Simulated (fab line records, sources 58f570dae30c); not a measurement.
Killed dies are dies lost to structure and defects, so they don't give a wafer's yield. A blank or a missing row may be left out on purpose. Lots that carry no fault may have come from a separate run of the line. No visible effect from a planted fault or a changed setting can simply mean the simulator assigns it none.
Split-lot study    flow berkeley-cmos170    route with 331 steps; 5 lots, 23 wafers read

## THE SPLIT
At UCB170_PSD_IMPLANT_08, the setting dose-cm2 was moved away from the recipe's 3e+15 on 7 of the 23 wafers read, by +2.1% to +5.7%. The other wafers ran this setting at the recipe's value.

## FROM THE SPLIT TO THE READING: what the file shows between them, 5 steps
- UCB170_PSD_STRIP_09: strips in O2
- UCB170_BACKSIDE_STRIP_03: strips in O2 (also split here: power-w)
- UCB170_BACKSIDE_CLEAN_04: cleans in SPM, time 600 s
- UCB170_SDANNEAL_RTA_00: time 10 s
- UCB170_SDANNEAL_RTA_01: time 5 s

## THE READING
PSD_RS in ohm/sq, measured at UCB170_SDANNEAL_RS_MEAS_02 by four-point-probe. Fault-free wafers of this fab line usually give 75.7 ohm/sq, standard deviation 0.35 ohm/sq.

wafer   tool, chamber at the split  dose-cm2 as run  against the recipe  PSD_RS, ohm/sq  against lot-mates on the recipe
L076.1  implanter-04, 0             3.063e+15        +2.1%               74.4            -1.2
L076.2  implanter-04, 0             3.063e+15        +2.1%               74.6            -1.0
L076.3  implanter-04, 0             3e+15            recipe              75.9            -
L076.5  implanter-04, 0             3e+15            recipe              75.5            -
L076.6  implanter-04, 0             3e+15            recipe              75.5            -
L077.1  implanter-02, 0             3e+15            recipe              76.1            -
L077.2  implanter-02, 0             3.113e+15        +3.8%               73.8            -2.2
L077.4  implanter-02, 0             3.113e+15        +3.8%               73.9            -2.1
L077.5  implanter-02, 0             3.113e+15        +3.8%               74.0            -2.0
L077.6  implanter-02, 0             3e+15            recipe              76.0            -
L078.2  implanter-02, 0             3e+15            recipe              76.3            -
L078.3  implanter-02, 0             3.171e+15        +5.7%               73.0            -3.2
L078.4  implanter-02, 0             3e+15            recipe              76.4            -
L078.5  implanter-02, 0             3e+15            recipe              76.0            -
L078.6  implanter-02, 0             3.171e+15        +5.7%               73.1            -3.1
L081.2  implanter-04, 0             3e+15            recipe              76.1            -
L081.3  implanter-04, 0             3e+15            recipe              75.9            -
L081.4  implanter-04, 0             3e+15            recipe              76.2            -
L081.5  implanter-04, 0             3e+15            recipe              76.2            -
L081.6  implanter-04, 0             3e+15            recipe              76.2            -
L084.3  implanter-04, 0             3e+15            recipe              75.6            -
L084.5  implanter-04, 0             3e+15            recipe              75.9            -
L084.6  implanter-04, 0             3e+15            recipe              75.4            -

THE FIT
A straight line over all 23 wafers: PSD_RS changes by -0.529 ohm/sq for each +1% of dose-cm2; r = -0.97; the points scatter about the line by 0.28 ohm/sq.
The same after taking each lot's own level away (the mean of its wafers on the recipe; 23 wafers): -0.562 ohm/sq for each +1%; r = -0.99; scatter 0.15 ohm/sq.
Per that fit: largest dose-cm2 move, reading shift of 3.2 ohm/sq.
Across the lots, their own levels run from 75.63 to 76.23 ohm/sq, a range of 1.7 times the standard deviation given above.
The two slopes agree, so the slope changes little with the lot-to-lot level.
Check: -3.19 ohm/sq against its lot-mates is what the line predicts for one of the wafers moved furthest among these (+5.7%) when that wafer is left out of the fit. Against them it came out at -3.23 ohm/sq.

## OTHER SPLITS ON THESE WAFERS
Other splits were also applied to these wafers ahead of the reading. Each is held against what the fit with the lots' levels taken away leaves over:
other split on the same wafers     wafers away from the commonest value  r with PSD_RS (lot level and that fit taken away)
UCB170_SACOX_OXIDATION_01 temp-c   10                                    +0.09
UCB170_PVT_IMPLANT_07 dose-cm2     9                                     -0.02
UCB170_GATE_EXPOSE_09 dose-mj      10                                    +0.35
UCB170_PLDD_COAT_01 resist-thk-nm  8                                     -0.18
UCB170_NLDD_IMPLANT_08 dose-cm2    10                                    -0.18
UCB170_BACKSIDE_STRIP_03 power-w   9                                     +0.19

## THE WHOLE CHAIN: every reading that the file lists as answering this split, in the file's order
step                        what it does                  reading                   change (the file's fit)               r (the file's)
UCB170_PSD_STRIP_09         strips in O2                  strip-time-to-endpoint-s  withheld for each +1% of the setting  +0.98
UCB170_SDANNEAL_RS_MEAS_02  measures by four-point-probe  PSD_RS                    -0.56 for each +1% of the setting     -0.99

## FILE'S OWN FIT
PSD_RS changes by -0.56 ohm/sq for each +1% of dose-cm2, r = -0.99.
